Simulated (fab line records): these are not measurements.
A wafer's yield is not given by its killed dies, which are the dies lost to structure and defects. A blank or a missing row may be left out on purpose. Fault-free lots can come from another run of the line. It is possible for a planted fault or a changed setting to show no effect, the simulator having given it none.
Split-lot study || flow berkeley_cmos170 || 23 wafers read from 5 lots, route of 331 steps

THE SPLIT
At UCB170_NWELL_COAT_07 (resist thk 900 nm), the setting resist_thk_nm was moved away from the recipe's 900 nm on 7 of the 23 wafers read, by -3.5% to +2.0%. This setting was run at the recipe's value on the other wafers.

FROM THE SPLIT TO THE READING: what the file shows between them, 3 steps
- UCB170_NWELL_SOFTBAKE_08: time 60 s
- UCB170_NWELL_EXPOSE_09: exposes mask NWELL, target cd 3000 nm
- UCB170_NWELL_DEVELOP_11: develop time 45 s

THE READING
KrF_of_NWELL_COAT_07.thk_nm (the simulator's own value, which no gauge read), in nm, at UCB170_NWELL_ETCH_13 (etches Si3N4 in CH3F/Ar/O2, stops on SiO2, target depth 246.4 nm, time 154 s). The file does not state a usual value for it. Here, 16 wafers ran the recipe; their average is 723.5 nm with a standard deviation of 2.8 nm.

{"wafer": "L075.1", "tool, chamber at the split": "litho_track-01, 0", "resist_thk_nm as run, nm": 877.5, "against the recipe": "-2.5%", "KrF_of_NWELL_COAT_07.thk_nm, nm": 704.1, "against lot-mates on the recipe": -18.2}
{"wafer": "L075.2", "tool, chamber at the split": "litho_track-01, 0", "resist_thk_nm as run, nm": 877.5, "against the recipe": "-2.5%", "KrF_of_NWELL_COAT_07.thk_nm, nm": 697.6, "against lot-mates on the recipe": -24.7}
{"wafer": "L075.4", "tool, chamber at the split": "litho_track-01, 0", "resist_thk_nm as run, nm": 900, "against the recipe": "recipe", "KrF_of_NWELL_COAT_07.thk_nm, nm": 722, "against lot-mates on the recipe": "-"}
{"wafer": "L075.5", "tool, chamber at the split": "litho_track-01, 0", "resist_thk_nm as run, nm": 900, "against the recipe": "recipe", "KrF_of_NWELL_COAT_07.thk_nm, nm": 719.8, "against lot-mates on the recipe": "-"}
{"wafer": "L075.6", "tool, chamber at the split": "litho_track-01, 0", "resist_thk_nm as run, nm": 900, "against the recipe": "recipe", "KrF_of_NWELL_COAT_07.thk_nm, nm": 725.2, "against lot-mates on the recipe": "-"}
{"wafer": "L077.1", "tool, chamber at the split": "litho_track-02, 0", "resist_thk_nm as run, nm": 900, "against the recipe": "recipe", "KrF_of_NWELL_COAT_07.thk_nm, nm": 726.8, "against lot-mates on the recipe": "-"}
{"wafer": "L077.2", "tool, chamber at the split": "litho_track-02, 0", "resist_thk_nm as run, nm": 900, "against the recipe": "recipe", "KrF_of_NWELL_COAT_07.thk_nm, nm": 723.2, "against lot-mates on the recipe": "-"}
{"wafer": "L077.3", "tool, chamber at the split": "litho_track-02, 0", "resist_thk_nm as run, nm": 900, "against the recipe": "recipe", "KrF_of_NWELL_COAT_07.thk_nm, nm": 725, "against lot-mates on the recipe": "-"}
{"wafer": "L077.4", "tool, chamber at the split": "litho_track-02, 0", "resist_thk_nm as run, nm": 900, "against the recipe": "recipe", "KrF_of_NWELL_COAT_07.thk_nm, nm": 725.3, "against lot-mates on the recipe": "-"}
{"wafer": "L077.6", "tool, chamber at the split": "litho_track-02, 0", "resist_thk_nm as run, nm": 900, "against the recipe": "recipe", "KrF_of_NWELL_COAT_07.thk_nm, nm": 724.1, "against lot-mates on the recipe": "-"}
{"wafer": "L080.1", "tool, chamber at the split": "litho_track-02, 0", "resist_thk_nm as run, nm": 918.3, "against the recipe": "+2.0%", "KrF_of_NWELL_COAT_07.thk_nm, nm": 741.8, "against lot-mates on the recipe": "+16.0"}
{"wafer": "L080.2", "tool, chamber at the split": "litho_track-02, 0", "resist_thk_nm as run, nm": 918.3, "against the recipe": "+2.0%", "KrF_of_NWELL_COAT_07.thk_nm, nm": 750.7, "against lot-mates on the recipe": "+25.0"}
{"wafer": "L080.4", "tool, chamber at the split": "litho_track-02, 0", "resist_thk_nm as run, nm": 900, "against the recipe": "recipe", "KrF_of_NWELL_COAT_07.thk_nm, nm": 725.3, "against lot-mates on the recipe": "-"}
{"wafer": "L080.5", "tool, chamber at the split": "litho_track-02, 0", "resist_thk_nm as run, nm": 918.3, "against the recipe": "+2.0%", "KrF_of_NWELL_COAT_07.thk_nm, nm": 746.1, "against lot-mates on the recipe": "+20.4"}
{"wafer": "L080.6", "tool, chamber at the split": "litho_track-02, 0", "resist_thk_nm as run, nm": 900, "against the recipe": "recipe", "KrF_of_NWELL_COAT_07.thk_nm, nm": 726.2, "against lot-mates on the recipe": "-"}
{"wafer": "L083.2", "tool, chamber at the split": "litho_track-02, 0", "resist_thk_nm as run, nm": 900, "against the recipe": "recipe", "KrF_of_NWELL_COAT_07.thk_nm, nm": 723, "against lot-mates on the recipe": "-"}
{"wafer": "L083.3", "tool, chamber at the split": "litho_track-02, 0", "resist_thk_nm as run, nm": 868.4, "against the recipe": "-3.5%", "KrF_of_NWELL_COAT_07.thk_nm, nm": 693.6, "against lot-mates on the recipe": -30.9}
{"wafer": "L083.4", "tool, chamber at the split": "litho_track-02, 0", "resist_thk_nm as run, nm": 868.4, "against the recipe": "-3.5%", "KrF_of_NWELL_COAT_07.thk_nm, nm": 690.5, "against lot-mates on the recipe": -34.0}
{"wafer": "L083.5", "tool, chamber at the split": "litho_track-02, 0", "resist_thk_nm as run, nm": 900, "against the recipe": "recipe", "KrF_of_NWELL_COAT_07.thk_nm, nm": 723.3, "against lot-mates on the recipe": "-"}
{"wafer": "L083.6", "tool, chamber at the split": "litho_track-02, 0", "resist_thk_nm as run, nm": 900, "against the recipe": "recipe", "KrF_of_NWELL_COAT_07.thk_nm, nm": 727.2, "against lot-mates on the recipe": "-"}
{"wafer": "L085.1", "tool, chamber at the split": "litho_track-04, 0", "resist_thk_nm as run, nm": 900, "against the recipe": "recipe", "KrF_of_NWELL_COAT_07.thk_nm, nm": 720.8, "against lot-mates on the recipe": "-"}
{"wafer": "L085.2", "tool, chamber at the split": "litho_track-04, 0", "resist_thk_nm as run, nm": 900, "against the recipe": "recipe", "KrF_of_NWELL_COAT_07.thk_nm, nm": 716.1, "against lot-mates on the recipe": "-"}
{"wafer": "L085.3", "tool, chamber at the split": "litho_track-04, 0", "resist_thk_nm as run, nm": 900, "against the recipe": "recipe", "KrF_of_NWELL_COAT_07.thk_nm, nm": 722.2, "against lot-mates on the recipe": "-"}

THE FIT
A straight line over all 23 wafers: KrF_of_NWELL_COAT_07.thk_nm changes by +9.62 nm for each +1% of resist_thk_nm; r = +0.98; the points scatter about the line by 3.3 nm.
The same after taking each lot's own level away (the mean of its wafers on the recipe; 23 wafers): +9.33 nm for each +1%; r = +0.98; scatter 2.5 nm.
On that fit, the largest move of resist_thk_nm shifts the reading by 33 nm.
The span of the lots' own levels, 719.70 to 725.75 nm, comes to 2.2 times the standard deviation stated above.
So the lot-to-lot level changes the slope little: the two slopes agree.
Check: with one of the wafers moved furthest among these (-3.5%) left out of the fit, the line predicts -32.9 nm for it against its lot-mates. Against them it came out at -30.9 nm.

THE WHOLE CHAIN: every reading that the file lists as answering this split, in the file's order
{"step": "UCB170_NWELL_COAT_07", "what it does": "resist thk 900 nm", "reading": "KrF_of_NWELL_COAT_07.thk_nm (the simulator's own value, which no gauge read)", "change (the file's fit)": "+8.92 nm for each +1% of the setting", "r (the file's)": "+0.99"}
{"step": "UCB170_NWELL_ETCH_13", "what it does": "etches Si3N4 in CH3F/Ar/O2, stops on SiO2, target depth 246.4 nm, time 154 s", "reading": "KrF_of_NWELL_COAT_07.thk_nm (the simulator's own value, which no gauge read)", "change (the file's fit)": "+9.23 nm for each +1% of the setting", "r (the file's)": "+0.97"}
{"step": "UCB170_NWELL_STRIP_15", "what it does": "strips in O2", "reading": "strip_time_to_endpoint_s", "change (the file's fit)": "withheld for each +1% of the setting", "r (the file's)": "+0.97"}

THE FILE'S OWN FIT
KrF_of_NWELL_COAT_07.thk_nm changes by +9.23 nm for each +1% of resist_thk_nm, r = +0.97.
